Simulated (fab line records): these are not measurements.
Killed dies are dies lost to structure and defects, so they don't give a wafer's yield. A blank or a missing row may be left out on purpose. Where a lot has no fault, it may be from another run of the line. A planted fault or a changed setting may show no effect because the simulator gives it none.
What tool caused it?	flow berkeley_cmos170	72 wafers from 24 lots sampled at 6 of the route's 331 steps

== WHAT EACH GAUGE READ, for each wafer ==
UCB170_SILICIDE_THK_MEAS_03: measures by xrf.
lot	measured	on	SILICIDE_TI_THK (nm)
L074	day 6 23:23	film_metro-02	29.8 29.5 29.5
L076	day 7 09:23	film_metro-02	30.1 29.1 29.6
L075	day 7 09:49	film_metro-01	30.6 30.2 30.1
L079	day 8 01:41	film_metro-04	30.0 29.8 30.0
L078	day 8 01:50	film_metro-01	29.6 30.0 30.1
L077	day 8 02:19	film_metro-01	30.1 29.9 29.9
L080	day 8 02:34	film_metro-01	30.0 29.9 29.6
L081	day 8 02:59	film_metro-01	30.1 30.1 30.8
L082	day 8 14:23	film_metro-02	29.9 30.0 30.2
L086	day 9 04:34	film_metro-02	30.0 30.4 30.4
L083	day 9 04:40	film_metro-04	30.7 31.2 31.4
L084	day 9 04:47	film_metro-02	29.2 29.0 29.0
L085	day 9 05:08	film_metro-04	30.5 31.1 30.9
L087	day 9 12:03	film_metro-02	29.5 29.1 29.5
L088	day 9 19:16	film_metro-04	30.1 30.3 30.0
L089	day 9 19:36	film_metro-01	30.7 30.4 30.1
L091	day 10 04:28	film_metro-04	30.3 30.3 30.4
L094	day 10 12:32	film_metro-02	30.8 30.2 31.3
L092	day 10 12:56	film_metro-02	29.0 29.3 29.6
L090	day 10 13:03	film_metro-01	29.8 29.4 29.7
L093	day 10 13:10	film_metro-04	30.5 30.5 30.9
L095	day 10 20:37	film_metro-02	29.3 29.3 29.5
L096	day 10 20:39	film_metro-04	30.3 29.8 30.6
L097	day 11 15:03	film_metro-02	29.2 29.3 29.2

UCB170_CONTACT_CD_MEAS_90: the cd target is 700 nm.
lot	measured	on	cd_nm (nm)
L074	day 7 04:06	cd_sem-01	699.0 698.8 699.4
L076	day 7 13:48	cd_sem-01	701.2 698.5 699.3
L075	day 7 14:52	cd_sem-01	700.1 698.5 699.3
L079	day 8 07:57	cd_sem-02	699.9 702.4 700.7
L078	day 8 08:14	cd_sem-01	701.3 700.1 702.8
L077	day 8 08:11	cd_sem-02	701.7 699.8 701.9
L080	day 8 08:20	cd_sem-02	701.9 701.6 702.7
L081	day 8 08:34	cd_sem-01	697.8 698.7 699.5
L082	day 8 20:59	cd_sem-01	699.4 699.9 699.6
L086	day 9 08:57	cd_sem-01	703.0 701.2 702.3
L083	day 9 11:40	cd_sem-01	702.2 699.3 700.4
L084	day 9 11:35	cd_sem-01	699.4 700.4 700.9
L085	day 9 11:25	cd_sem-01	700.5 700.3 701.7
L087	day 9 17:43	cd_sem-01	698.1 697.5 698.8
L088	day 10 00:46	cd_sem-01	698.7 697.5 699.7
L089	day 10 02:19	cd_sem-01	698.2 696.9 700.3
L091	day 10 11:07	cd_sem-01	698.8 697.2 699.9
L094	day 10 16:59	cd_sem-01	699.2 699.9 697.5
L092	day 10 19:02	cd_sem-01	699.0 698.9 697.3
L090	day 10 19:37	cd_sem-01	697.3 699.2 698.7
L093	day 10 19:21	cd_sem-01	700.0 699.7 700.1
L095	day 11 05:01	cd_sem-01	702.5 701.2 701.5
L096	day 11 05:16	cd_sem-01	697.9 699.0 699.0
L097	day 11 19:25	cd_sem-01	700.0 700.5 700.6

UCB170_M3_CD_MEAS_90: the cd target is 700 nm.
lot	measured	on	cd_nm (nm)
L074	day 8 00:14	cd_sem-01	700 698 698
L076	day 8 09:56	cd_sem-01	701 701 703
L075	day 8 10:44	cd_sem-01	694 696 694
L079	day 9 00:29	cd_sem-01	702 698 704
L078	day 9 07:07	cd_sem-01	704 705 705
L077	day 9 01:42	cd_sem-01	697 699 699
L080	day 9 07:15	cd_sem-01	694 701 694
L081	day 9 07:29	cd_sem-01	698 700 700
L082	day 9 16:04	cd_sem-01	701 703 696
L086	day 10 07:56	cd_sem-01	702 705 705
L083	day 10 09:05	cd_sem-01	699 700 702
L084	day 10 08:50	cd_sem-01	691 700 694
L085	day 10 08:11	cd_sem-01	699 698 700
L087	day 10 13:11	cd_sem-01	699 699 699
L088	day 10 19:58	cd_sem-01	695 696 699
L089	day 10 20:18	cd_sem-01	697 698 698
L091	day 11 13:45	cd_sem-01	707 707 706
L094	day 11 14:05	cd_sem-01	696 699 701
L092	day 11 15:40	cd_sem-01	700 705 704
L090	day 11 15:53	cd_sem-01	697 699 698
L093	day 11 14:55	cd_sem-01	700 703 698
L095	day 12 01:53	cd_sem-01	696 701 697
L096	day 12 02:00	cd_sem-02	702 697 698
L097	day 12 13:02	cd_sem-01	699 700 703

UCB170_M3_BOW_MEAS_20.
lot	measured	on	M3_BOW (um)
L074	day 8 00:21	film_metro-03	38 35 39
L076	day 8 10:03	film_metro-01	37 31 29
L075	day 8 10:51	film_metro-03	41 17 40
L079	day 9 00:36	film_metro-03	30 38 35
L078	day 9 07:14	film_metro-03	34 37 32
L077	day 9 01:49	film_metro-01	43 38 30
L080	day 9 07:22	film_metro-04	37 38 30
L081	day 9 07:37	film_metro-03	47 36 45
L082	day 9 16:11	film_metro-03	51 23 34
L086	day 10 08:04	film_metro-01	35 30 30
L083	day 10 09:12	film_metro-01	26 37 36
L084	day 10 08:57	film_metro-04	38 37 36
L085	day 10 08:19	film_metro-01	40 24 32
L087	day 10 13:18	film_metro-03	32 32 34
L088	day 10 20:17	film_metro-01	26 44 40
L089	day 10 20:25	film_metro-01	37 32 29
L091	day 11 13:52	film_metro-04	40 42 44
L094	day 11 14:12	film_metro-01	20 41 24
L092	day 11 15:47	film_metro-03	25 45 30
L090	day 11 16:01	film_metro-03	29 27 38
L093	day 11 15:03	film_metro-01	42 30 42
L095	day 12 02:00	film_metro-01	35 32 36
L096	day 12 02:07	film_metro-04	47 36 29
L097	day 12 13:10	film_metro-03	36 38 37

== EACH LOT AND THE TOOL THAT RAN IT (in order: tool; ch and the chambers of the sampled wafers; start) ==
lot	UCB170_SDANNEAL_RTA_01	UCB170_SILICIDE_RTA_04
L074	rtp_anneal-02 ch 0, day 6 22:38	rtp_anneal-01 ch 0, day 6 23:28
L076	rtp_anneal-02 ch 0, day 7 08:37	rtp_anneal-02 ch 0, day 7 09:27
L075	rtp_anneal-01 ch 0, day 7 09:04	rtp_anneal-01 ch 0, day 7 09:53
L079	rtp_anneal-02 ch 0, day 8 00:56	rtp_anneal-02 ch 0, day 8 01:45
L078	rtp_anneal-01 ch 0, day 8 01:05	rtp_anneal-02 ch 0, day 8 01:54
L077	rtp_anneal-02 ch 0, day 8 01:23	rtp_anneal-02 ch 0, day 8 02:22
L080	rtp_anneal-01 ch 0, day 8 01:49	rtp_anneal-01 ch 0, day 8 02:38
L081	rtp_anneal-01 ch 0, day 8 02:12	rtp_anneal-02 ch 0, day 8 03:03
L082	rtp_anneal-02 ch 0, day 8 13:38	rtp_anneal-01 ch 0, day 8 14:27
L086	rtp_anneal-01 ch 0, day 9 03:49	rtp_anneal-01 ch 0, day 9 04:37
L083	rtp_anneal-02 ch 0, day 9 03:53	rtp_anneal-02 ch 0, day 9 04:44
L084	rtp_anneal-01 ch 0, day 9 04:02	rtp_anneal-01 ch 0, day 9 04:51
L085	rtp_anneal-02 ch 0, day 9 04:13	rtp_anneal-02 ch 0, day 9 05:11
L087	rtp_anneal-01 ch 0, day 9 11:17	rtp_anneal-02 ch 0, day 9 12:07
L088	rtp_anneal-02 ch 0, day 9 18:31	rtp_anneal-02 ch 0, day 9 19:20
L089	rtp_anneal-01 ch 0, day 9 18:50	rtp_anneal-01 ch 0, day 9 19:40
L091	rtp_anneal-02 ch 0, day 10 03:42	rtp_anneal-01 ch 0, day 10 04:32
L094	rtp_anneal-02 ch 0, day 10 11:47	rtp_anneal-02 ch 0, day 10 12:36
L092	rtp_anneal-02 ch 0, day 10 12:11	rtp_anneal-02 ch 0, day 10 13:00
L090	rtp_anneal-02 ch 0, day 10 12:18	rtp_anneal-02 ch 0, day 10 13:07
L093	rtp_anneal-02 ch 0, day 10 12:25	rtp_anneal-02 ch 0, day 10 13:14
L095	rtp_anneal-02 ch 0, day 10 19:47	rtp_anneal-02 ch 0, day 10 20:41
L096	rtp_anneal-01 ch 0, day 10 19:53	rtp_anneal-01 ch 0, day 10 20:43
L097	rtp_anneal-01 ch 0, day 11 14:18	rtp_anneal-02 ch 0, day 11 15:07
- UCB170_SDANNEAL_RTA_01: time 5 s.
- UCB170_SILICIDE_RTA_04: time 15 s.

== AS READ BY THE TOOLS THEMSELVES (means over the sampled wafers that have a number; for cases with no such wafer, the mark the record gives instead) ==
UCB170_SDANNEAL_RTA_01.
lot	tool	lamp_power_pct (%)	wafer_temp_C_max
L074	rtp_anneal-02	40.8	1059.0
L076	rtp_anneal-02	40.8	1058.8
L075	rtp_anneal-01	36.5	1054.2
L079	rtp_anneal-02	40.7	1057.2
L078	rtp_anneal-01	36.5	1055.5
L077	rtp_anneal-02	40.8	1057.4
L080	rtp_anneal-01	36.5	1054.4
L081	rtp_anneal-01	36.5	1055.2
L082	rtp_anneal-02	40.7	1059.1
L086	rtp_anneal-01	36.5	1055.4
L083	rtp_anneal-02	40.7	1060.1
L084	rtp_anneal-01	36.5	1053.3
L085	rtp_anneal-02	40.8	1059.6
L087	rtp_anneal-01	36.5	1054.6
L088	rtp_anneal-02	40.7	1058.0
L089	rtp_anneal-01	36.5	1054.6
L091	rtp_anneal-02	40.8	1057.9
L094	rtp_anneal-02	40.8	1057.8
L092	rtp_anneal-02	40.8	1058.2
L090	rtp_anneal-02	40.7	1057.3
L093	rtp_anneal-02	40.8	1057.3
L095	rtp_anneal-02	40.7	1056.7
L096	rtp_anneal-01	36.5	1055.5
L097	rtp_anneal-01	36.4	1054.2

UCB170_SILICIDE_RTA_04.
lot	tool	lamp_power_pct (%)	wafer_temp_C_max
L074	rtp_anneal-01	10.1	652.0
L076	rtp_anneal-02	11.3	654.9
L075	rtp_anneal-01	10.1	652.3
L079	rtp_anneal-02	11.3	654.7
L078	rtp_anneal-02	11.3	654.9
L077	rtp_anneal-02	11.3	654.9
L080	rtp_anneal-01	10.1	652.7
L081	rtp_anneal-02	11.3	656.5
L082	rtp_anneal-01	10.1	653.3
L086	rtp_anneal-01	10.1	653.5
L083	rtp_anneal-02	11.3	655.5
L084	rtp_anneal-01	10.1	653.1
L085	rtp_anneal-02	11.3	656.3
L087	rtp_anneal-02	11.3	654.5
L088	rtp_anneal-02	11.3	655.1
L089	rtp_anneal-01	10.1	652.9
L091	rtp_anneal-01	10.1	652.5
L094	rtp_anneal-02	11.3	655.6
L092	rtp_anneal-02	11.3	655.1
L090	rtp_anneal-02	11.3	655.0
L093	rtp_anneal-02	11.3	656.6
L095	rtp_anneal-02	11.3	655.5
L096	rtp_anneal-01	10.1	652.9
L097	rtp_anneal-02	11.3	654.3

== THE ANSWER, worked out from the rows above alone ==
Rule: the lots themselves supply what counts as usual. Put in order of their means at a reading, lots are off if they are a third of the lots or fewer, leave a main group of 4 or more, and stand apart from it by a gap of 3 or more times the standard deviation of the main group's means; of several such gaps the widest counts. A main group is skipped when, at the precision printed for the reading in the tables above, its means are all equal. A lot without any number at a reading at which 4 lots or more have one is off too. Any other lot the step has rows for is counted as sound. First the gauges in route order, then the tools' own readings, where a lot's mean is used as printed above. At the first step where some lot is off, the reading lying furthest off is the one used; lots without a number count as furthest.
No lot is off on any of the readings shown, so nothing can be concluded from this.

== WHAT THE SIMULATOR HAD INSERTED ==
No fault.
